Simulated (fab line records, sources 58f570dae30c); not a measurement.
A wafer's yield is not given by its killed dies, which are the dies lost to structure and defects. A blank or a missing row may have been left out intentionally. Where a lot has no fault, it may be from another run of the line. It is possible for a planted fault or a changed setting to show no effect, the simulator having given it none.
Comparing a struck lot with a sound one    flow berkeleyCmos170    14 out of 331 route steps
Sound: the wafers L472.3, L472.4, L472.5. Wafers struck: L480.1, L480.3, L480.5. Last of all comes the cause.
At each step with rows: each side's tool, then ch and its chambers, then its first start. Under that, the readings that differ: sound wafers    struck wafers    difference of the means    sigmas: that difference in standard deviations of wafers without a fault.
alike: same words and numbers on both sides, and readings whose means sit less than 2 such deviations apart. not compared: any withheld reading, any reading some wafer has no value for, any bound like >300 that may hide the same value, and any number with overlapping values for which the record gives no deviation.
A row with sigmas, a row that says differs or no value, or rows on one side alone: a step with any of these is where the two part. Numbers that don't overlap but have no deviation are shown without sigmas and don't part them. A reading that every wafer of one side lacks parts them only if that side has two wafers or more.

first, 1 step without rows for these wafers: UCB170_M2_PRE_CLEAN_00 (preclean etch time 60 s).
UCB170_M2_SPUTTER_01: material Al, target thk 900 nm, time 120 s.
  sound on pvdSputter-03 at day 9 00:02; struck on pvdSputter-04 at day 10 03:43
  alike: throttleValvePct
UCB170_M2_RS_MEAS_02: uses a four-point probe to measure.
  sound on filmMetro-02 at day 9 00:10; struck on filmMetro-03 at day 10 03:47
  alike: M2_AL_RS
UCB170_M2_THK_MEAS_03: measures by xrf.
  sound on filmMetro-02 at day 9 00:16; struck on filmMetro-03 at day 10 03:55
  alike: M2_AL_THK
then, 3 steps without rows for these wafers: UCB170_M2_HMDS_04 (prime time 60 s); UCB170_M2_COAT_05 (resist thk 900 nm); UCB170_M2_SOFTBAKE_06 (time 60 s).
UCB170_M2_STRIP_07: strips in O2.
  sound on plasmaAsher-04 ch 0,1, day 9 00:47; struck on plasmaAsher-02 ch 0,1, day 10 04:41
  alike: drypumpMotorCurrentA, o2FlowSccm, oesProductAu, stripTimeToEndpointS
  not compared: rfHoursCounterH
then, 4 steps without rows for these wafers: UCB170_M2_STRIP_08 (strips KrF in DMSO, time 600 s); UCB170_M2_COAT_09; UCB170_M2_COAT_10 (resist thk 900 nm); UCB170_M2_SOFTBAKE_11 (time 60 s).
UCB170_M2_EXPOSE_12: exposes mask METAL2, target cd 700 nm.
  sound on krfScanner-01 ch 0, day 9 01:32; struck on krfScanner-02 ch 0, day 10 05:24
reading            sound                 struck                difference  sigmas
exposureDoseMJCm2  25.990 26.015 25.993  25.894 25.894 25.866  -0.115      -4
  alike: mask
after that, 1 step had no rows for these wafers: UCB170_M2_PEB_13.

## WHERE THEY PART
Only at UCB170_M2_EXPOSE_12, as far as this record shows.

WHY: what had been put in by the simulator
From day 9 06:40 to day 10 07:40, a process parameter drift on krfScanner-02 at UCB170_M2_EXPOSE_12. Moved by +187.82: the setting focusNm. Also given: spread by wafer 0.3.
